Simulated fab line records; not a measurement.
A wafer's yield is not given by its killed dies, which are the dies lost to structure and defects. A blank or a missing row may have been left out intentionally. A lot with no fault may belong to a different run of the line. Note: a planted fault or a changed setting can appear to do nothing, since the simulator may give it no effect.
Comparing a struck lot with a sound one -- flow berkeley_cmos170 -- 26 out of 331 route steps
Sound: the wafers L807.2, L807.5, L807.6. Wafers L819.1, L819.5, L819.6 were the ones struck. The cause is named last.
Per side, at each step with rows, come the tool, then ch with its chambers, and then its first start. Under that, the readings that differ: sound wafers -- struck wafers -- difference of the means -- sigmas: that difference in standard deviations of wafers without a fault.
alike: readings with means less than 2 such deviations apart, plus words and numbers identical on both sides. not compared: withheld readings, readings lacking a value on some wafer, bounds such as >300 that could conceal the same value, and numbers that have no deviation in the record and whose values overlap.
Wherever a step has rows on one side only, a row that says differs or no value, or a row with sigmas, the two part there. Non-overlapping numbers with no deviation appear without sigmas and do not part them. A reading that every wafer of one side lacks parts them only if that side has two wafers or more.

first, 3 steps without rows for these wafers: UCB170_PVT_EXPOSE_03 (exposes mask NWELL, target cd 3000 nm); UCB170_PVT_PEB_04; UCB170_PVT_DEVELOP_05 (develop time 45 s).
UCB170_PVT_OVL_MEAS_06:
  struck on overlay-01, day 9 05:32; sound on overlay-01, day 7 05:29
  alike: PVT_OVL
next, for these wafers, 1 step has no rows: UCB170_PVT_IMPLANT_07.
UCB170_PVT_STRIP_08: strips in O2.
  sound on plasma_asher-03 ch 0,1, day 7 05:40; struck on plasma_asher-04 ch 0,1, day 9 05:43
reading,sound,struck,difference,sigmas
strip_time_to_endpoint_s (s),21.53 21.53 21.56,21.69 21.68 21.69,+0.15,+2
  alike: chamber_pressure_mTorr, drypump_motor_current_A, oes_product_au
  not compared: rf_hours_counter_h
UCB170_PVT_TW_MEAS_09:
  struck on film_metro-02, day 9 05:49; sound on film_metro-03, day 7 05:46
  alike: PVT_TW
then, 1 step without rows for these wafers: UCB170_GATE_WET_ETCH_00 (etches SiO2 in dHF, time 200 s).
UCB170_FIELD_THK_MEAS_91:
  struck on film_metro-03, day 9 05:57; sound on film_metro-03, day 7 05:53
  alike: FIELD_OXIDE_LEFT_2_THK
then, 1 step without rows for these wafers: UCB170_GATE_OXIDATION_01 (target thk 6.6 nm, ox time 1800 s).
UCB170_GATE_THK_MEAS_02:
  struck on film_metro-04, day 9 10:17; sound on film_metro-01, day 7 09:23
  alike: GATE_OXIDE_THK
then, 1 step without rows for these wafers: UCB170_GATE_ANNEAL_03 (time 1800 s).
UCB170_GATE_CVD_04: deposits poly-Si from SiH4, time 1440 s, target thk 214 nm.
  sound on lpcvd-01 ch 0, day 7 13:43; struck on lpcvd-02 ch 1, day 9 13:54
reading,sound,struck,difference,sigmas
model.poly-Si_of_GATE_CVD_04.thk_nm (nm),211.6 210.6 212,337 336.5 336.7,+125,
  alike: zone_power_source_pct
UCB170_GATE_THK_MEAS_05:
  struck on film_metro-01, day 9 15:19; sound on film_metro-01, day 7 15:08
reading,sound,struck,difference,sigmas
GATE_POLY_THK (nm),211.7 210.4 212.0,336.8 336.8 336.8,+125.4,+63
then, 6 steps without rows for these wafers: UCB170_GATE_COAT_06; UCB170_GATE_COAT_07 (resist thk 900 nm); UCB170_GATE_SOFTBAKE_08 (time 60 s); UCB170_GATE_EXPOSE_09 (exposes mask POLY, target cd 350 nm); UCB170_GATE_PEB_10; UCB170_GATE_DEVELOP_11 (develop time 45 s).
UCB170_GATE_CD_MEAS_12: target cd 350 nm.
  struck on cd_sem-02, day 9 16:26; sound on cd_sem-02, day 7 17:53
  alike: cd_nm
UCB170_GATE_OVL_MEAS_13:
  struck on overlay-01, day 9 16:34; sound on overlay-02, day 7 17:59
  alike: GATE_OVL
UCB170_GATE_ETCH_14: etches BARC in N2/H2.
  sound on rie_diel-01 ch 1,3, day 7 18:01; struck on rie_diel-02 ch 0,1,2, day 9 16:36
reading,sound,struck,difference,sigmas
drypump_motor_current_A (A),5.0 5.6 5.0,6.0 6.4 5.9,+0.9,+2
  alike: chamber_pressure_mTorr, oes_product_au, throttle_valve_pct
UCB170_GATE_ETCH_15: etches poly-Si in HBr/Cl2, stops on SiO2, time 56.3 s, target depth 278.2 nm.
  sound on rie_si-02 ch 1,2,3, day 7 18:04; struck on rie_si-02 ch 1,2, day 9 16:38
reading,sound,struck,difference,sigmas
oes_product_au (a.u.),0.829 0.826 0.819,1.015 1.021 0.991,+0.184,+17
model.etch.depth_nm (nm),211.6 210.6 212,285.2 285.8 277.2,+71.3,
model.GATE.feature_depth_nm (nm),211.7 210.6 212.1,285.2 285.8 277.2,+71.3,
  alike: HBr_flow_sccm, chamber_pressure_mTorr, drypump_motor_current_A, mfc_cl2_sccm, throttle_valve_pct
  not compared: rf_hours_counter_h
UCB170_GATE_STRIP_16: strips in O2.
  sound on plasma_asher-01 ch 0,1, day 7 18:07; struck on plasma_asher-01 ch 0,1, day 9 16:41
reading,sound,struck,difference,sigmas
model.poly-Si_of_GATE_CVD_04.thk_nm (nm),211.2 210.3 211.6,336.6 336.2 336.3,+125.3,
  alike: chamber_pressure_mTorr, drypump_motor_current_A, oes_product_au
  not compared: rf_hours_counter_h
UCB170_GATE_CD_MEAS_90: target cd 350 nm.
  struck on cd_sem-02, day 9 16:47; sound on cd_sem-02, day 7 18:15
  alike: cd_nm

WHERE THEY PART
Earliest at UCB170_PVT_STRIP_08; latest, in this record, at UCB170_GATE_ETCH_15. Later steps at which nothing parts them and some readings are alike: UCB170_GATE_STRIP_16, UCB170_GATE_CD_MEAS_90.

WHY: what had been put in by the simulator
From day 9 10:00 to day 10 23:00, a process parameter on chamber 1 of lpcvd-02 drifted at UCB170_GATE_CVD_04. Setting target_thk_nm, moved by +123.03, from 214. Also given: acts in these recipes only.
